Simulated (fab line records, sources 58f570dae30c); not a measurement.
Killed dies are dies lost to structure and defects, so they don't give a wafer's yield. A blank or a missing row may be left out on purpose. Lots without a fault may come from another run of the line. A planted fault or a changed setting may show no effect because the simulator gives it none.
Problem report in the 8D (eight disciplines) form, filled by code | flow berkeley_cmos170 | the parts of the form that need people (team, actions taken, sign-off) are left out

1. THE PROBLEM
PLDD_TW at UCB170_PLDD_TW_MEAS_11 reads a mean of 949 on 6 wafers of 2 lots; wafers without a fault read 1009 with a standard deviation of 9.9. That is -6.1 standard deviations from the usual mean.
First seen on wafer L744.3, day 7 01:46, on film_metro-01. The record holds 42 wafers of 14 lots with a number at this step. Rule for "out", or "out of limits": more than 4 standard deviations from the usual mean. The other wafers with a number count as sound.

2. WHAT IT IS AND WHAT IT IS NOT
question                    | is                           | is not
which readings at this step | PLDD_TW                      | -
which lots                  | L743, L744                   | L736, L737, L738, L739, L745, L748, L751, L753, L754, L757, L758, L759
which wafers of those lots  | all that have a number       | -
read on which gauges        | film_metro-01, film_metro-04 | film_metro-03
when                        | from day 7 01:46             | up to then (12 sound wafers); but 24 sound wafers of L745, L748, L751, L753, L754, L757, L758, L759 came after

3. SUSPECTS, AND WHAT RULES EACH OUT
Counting: a tool at a process step up to the reading stays a suspect if it ran every lot that is out and no sound lot after the first of them.
- the gauge at UCB170_PLDD_TW_MEAS_11: ruled out. The wafers that are out were read on 2 gauges (film_metro-01, film_metro-04).
- implanter-04 at UCB170_PLDD_IMPLANT_08: ruled out as a lasting fault. Sound lots L754, L757, L758, L759 ran on it after its first lot that is out, L744 (day 7 01:23).
Left after counting: nothing in the record.

4. THE CAUSE (what the simulator had put in)
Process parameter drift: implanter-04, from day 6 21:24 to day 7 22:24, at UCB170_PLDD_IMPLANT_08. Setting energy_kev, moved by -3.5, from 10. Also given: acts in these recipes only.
Counting ruled it out, wrongly: the rule takes a fault to strike every lot that its tool runs from its start on, and this one did not.

5. THE CHAIN OF EFFECTS, in route order
Each row: a reading whose mean over the struck wafers that have a number lies more than 3 standard deviations from the usual. Only readings for which the record gives a usual standard deviation are gone through. hours: the time from each lot's start at the first step in this table that gives one to its start at this step, as a median over the lots. sigmas: the change in usual standard deviations.
hours | step                       | reading            | usual         | on struck wafers | change | sigmas
0     | UCB170_PLDD_IMPLANT_08     | beam_energy_keV    | 10.001        | 6.501            | -3.500 | -99 or more
0     | UCB170_PLDD_IMPLANT_08     | beam_on_s          | 10.00 s       | 15.82            | +5.82  | +31
0     | UCB170_PLDD_IMPLANT_08     | faraday_current_uA | 158.6         | 100.0            | -58.5  | -20
0     | UCB170_PLDD_TW_MEAS_11     | PLDD_TW            | 1009          | 949              | -60    | -6.1
18    | UCB170_SDANNEAL_RS_MEAS_04 | PLDD_RS            | 1029.9 ohm/sq | 1046.0           | +16.0  | +6.4
The process steps in it:
- UCB170_PLDD_IMPLANT_08

6. WHAT WOULD HAVE CAUGHT IT SOONER
In this record the first reading out of limits at a measuring or inspecting step was taken at day 7 01:46, 4 hours after the fault began at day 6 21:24.
The tool's own readings at UCB170_PLDD_IMPLANT_08 were out on every struck wafer that the step has a row for (beam_energy_keV, beam_on_s, faraday_current_uA): an alarm limit on them would have fired on the first of those.
